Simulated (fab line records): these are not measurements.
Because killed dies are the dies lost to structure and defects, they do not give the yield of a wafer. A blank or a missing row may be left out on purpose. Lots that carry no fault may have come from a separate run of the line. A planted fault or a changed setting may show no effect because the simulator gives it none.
What tool caused it? -- flow berkeley cmos170 -- 42 wafers from 14 lots sampled at 5 of the route's 331 steps

WHAT THE GAUGES SHOWED, per wafer
UCB170_ACTIVE_THK_MEAS_03. Usual: ACTIVE_OXIDE_THK typically reads 26.2 nm, with standard deviation 0.57.
lot,measured,on,ACTIVE_OXIDE_THK (nm),flag
L379,day 4 02:55,film metro-03,26.4 26.4 26.0,
L378,day 4 02:56,film metro-01,26.1 26.5 26.2,
L381,day 4 07:25,film metro-01,25.5 25.5 25.2,
L380,day 4 07:26,film metro-03,26.1 25.9 25.8,
L383,day 4 19:04,film metro-01,25.6 25.5 25.3,
L384,day 4 19:04,film metro-02,25.9 25.4 25.3,
L385,day 5 05:04,film metro-02,26.6 26.5 26.8,
L386,day 5 05:04,film metro-01,26.7 26.9 26.4,
L387,day 5 14:37,film metro-02,27.1 26.8 26.7,
L389,day 5 23:21,film metro-01,25.3 25.1 24.9,
L392,day 6 11:10,film metro-03,26.5 26.6 26.4,
L396,day 7 07:41,film metro-01,27.3 27.0 26.8,
L395,day 7 10:57,film metro-03,25.6 26.3 26.0,
L401,day 8 16:39,film metro-03,27.1 26.8 26.1,

UCB170_SACOX_THK_MEAS_02. Usual: SACOX_OXIDE_THK typically reads 14.36 nm, with standard deviation 0.25.
lot,measured,on,SACOX_OXIDE_THK (nm),flag
L379,day 5 05:53,film metro-04,14.17 14.30 14.32,
L378,day 5 05:50,film metro-04,14.25 14.11 14.37,
L381,day 5 05:53,film metro-02,13.87 13.99 13.78,
L380,day 5 05:50,film metro-02,13.93 13.91 14.06,
L383,day 5 20:47,film metro-04,14.23 14.40 14.27,
L384,day 5 20:46,film metro-01,14.29 14.20 14.33,
L385,day 6 07:45,film metro-04,14.59 14.68 14.57,
L386,day 6 07:45,film metro-02,14.38 14.29 14.48,
L387,day 6 15:35,film metro-01,14.44 14.29 14.17,
L389,day 7 01:05,film metro-02,14.42 14.25 14.19,
L392,day 7 13:58,film metro-01,14.51 14.13 14.21,
L396,day 8 12:39,film metro-02,14.57 14.34 14.37,
L395,day 8 17:28,film metro-02,14.75 14.87 14.69,
L401,day 9 16:31,film metro-01,14.64 14.68 14.62,

UCB170_PVT_TW_MEAS_09. Usual: PVT_TW typically reads 505.9, with standard deviation 2.5.
lot,measured,on,PVT_TW,flag
L379,day 5 16:10,film metro-04,503.5 508.3 507.4,
L378,day 5 16:54,film metro-01,502.2 502.3 501.0,
L381,day 5 16:32,film metro-03,508.1 505.9 505.8,
L380,day 5 16:37,film metro-04,509.3 509.2 507.6,
L383,day 6 10:02,film metro-01,503.2 503.5 500.9,
L384,day 6 08:52,film metro-04,507.6 504.0 507.9,
L385,day 6 17:49,film metro-03,509.2 507.2 507.2,
L386,day 6 18:31,film metro-04,506.3 504.4 506.3,
L387,day 7 05:29,film metro-01,506.3 504.9 506.0,
L389,day 7 13:26,film metro-03,506.9 506.1 502.4,
L392,day 8 01:34,film metro-04,508.9 511.2 509.2,
L396,day 9 01:08,film metro-01,479.9 477.5 476.8,OFF
L395,day 9 02:53,film metro-04,479.1 477.8 482.3,OFF
L401,day 10 05:03,film metro-04,507.7 506.9 507.9,

UCB170_PLDD_CD_MEAS_06 targets a cd of 1200 nm. Usual: 1200.0 nm for cd nm, sd 1.4.
lot,measured,on,cd nm (nm),flag
L379,day 6 03:58,cd sem-01,1200.2 1202.3 1201.5,
L378,day 6 04:13,cd sem-02,1198.8 1199.9 1199.0,
L381,day 6 04:27,cd sem-02,1199.5 1200.3 1201.3,
L380,day 6 04:16,cd sem-01,1197.7 1199.0 1199.7,
L383,day 6 20:11,cd sem-01,1199.3 1198.7 1198.5,
L384,day 6 20:25,cd sem-02,1200.6 1199.7 1199.9,
L385,day 7 09:35,cd sem-01,1196.0 1197.2 1198.3,
L386,day 7 09:20,cd sem-01,1196.5 1197.3 1197.5,
L387,day 7 19:07,cd sem-02,1201.8 1199.6 1200.5,
L389,day 8 03:07,cd sem-01,1199.2 1200.9 1200.4,
L392,day 8 16:34,cd sem-01,1201.3 1200.1 1200.9,
L396,day 9 14:32,cd sem-01,1200.3 1200.0 1203.2,
L395,day 9 14:34,cd sem-02,1199.4 1200.0 1199.1,
L401,day 10 21:10,cd sem-02,1199.5 1200.1 1199.5,

WHICH TOOL RAN EACH LOT (tool, then ch and the chambers of the sampled wafers, then the start)
lot,UCB170_PVT_IMPLANT_07
L379,"implanter-04 ch 0, day 5 15:55"
L378,"implanter-04 ch 0, day 5 16:41"
L381,"implanter-02 ch 0, day 5 16:17"
L380,"implanter-01 ch 0, day 5 16:23"
L383,"implanter-04 ch 0, day 6 09:49"
L384,"implanter-04 ch 0, day 6 08:38"
L385,"implanter-02 ch 0, day 6 17:35"
L386,"implanter-01 ch 0, day 6 18:18"
L387,"implanter-01 ch 0, day 7 05:16"
L389,"implanter-02 ch 0, day 7 13:11"
L392,"implanter-02 ch 0, day 8 01:19"
L396,"implanter-04 ch 0, day 9 00:54"
L395,"implanter-04 ch 0, day 9 02:40"
L401,"implanter-02 ch 0, day 10 04:49"
- UCB170_PVT_IMPLANT_07

WHAT THE TOOLS THEMSELVES READ (means of the sampled wafers that have a number; where no wafer has one, the mark that the record gives instead)
UCB170_PVT_IMPLANT_07. Usual: 30.000 for beam energy keV, sd 0.01.
lot,tool,beam energy keV,flag
L379,implanter-04,30.008,
L378,implanter-04,30.003,
L381,implanter-02,30.005,
L380,implanter-01,29.995,
L383,implanter-04,30.004,
L384,implanter-04,29.996,
L385,implanter-02,30.001,
L386,implanter-01,30.007,
L387,implanter-01,30.004,
L389,implanter-02,29.992,
L392,implanter-02,29.990,
L396,implanter-04,24.595,OFF
L395,implanter-04,24.592,OFF
L401,implanter-02,29.988,

THE ANSWER, worked out from the rows above alone
Rule: a lot is off if the mean of its wafers that have a number lies more than 3 standard deviations from the usual mean. A lot without any number at a reading at which 4 lots or more have one is off too. The other lots that the step has rows for count as sound. First the gauges in route order, then the tools' own readings, where a lot's mean is used as printed above. At the first step where some lot is off, the reading lying furthest off is the one used; lots without a number count as furthest.
Off: L396, L395, seen at UCB170_PVT_TW_MEAS_09 (PVT_TW).
A tool fits if, at a process step before that reading, it ran every lot that is off, and no sound lot after the first of them. The gauges at UCB170_PVT_TW_MEAS_09 aren't tried: what is off there is off at UCB170_PVT_IMPLANT_07 too, on other tools, and a gauge's error can't cause that. One fits: UCB170_PVT_IMPLANT_07 on implanter-04. Its last sound lot is L383 (day 6 09:49), its first lot that is off L396 (day 9 00:54): a fault that began between those two fits.
On the lots that are off, the tool's own readings at UCB170_PVT_IMPLANT_07 differ by more than 5 times the standard deviation of the sound lots' means, which bears it out; beam energy keV reads 24.593 there versus 29.999 on the sound lots.

WHAT HAD BEEN PUT IN BY THE SIMULATOR
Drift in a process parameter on implanter-04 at UCB170_PVT_IMPLANT_07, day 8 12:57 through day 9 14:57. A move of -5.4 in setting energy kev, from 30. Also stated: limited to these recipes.
Struck lots among those shown: L396, L395. This agrees with what the rule above found.
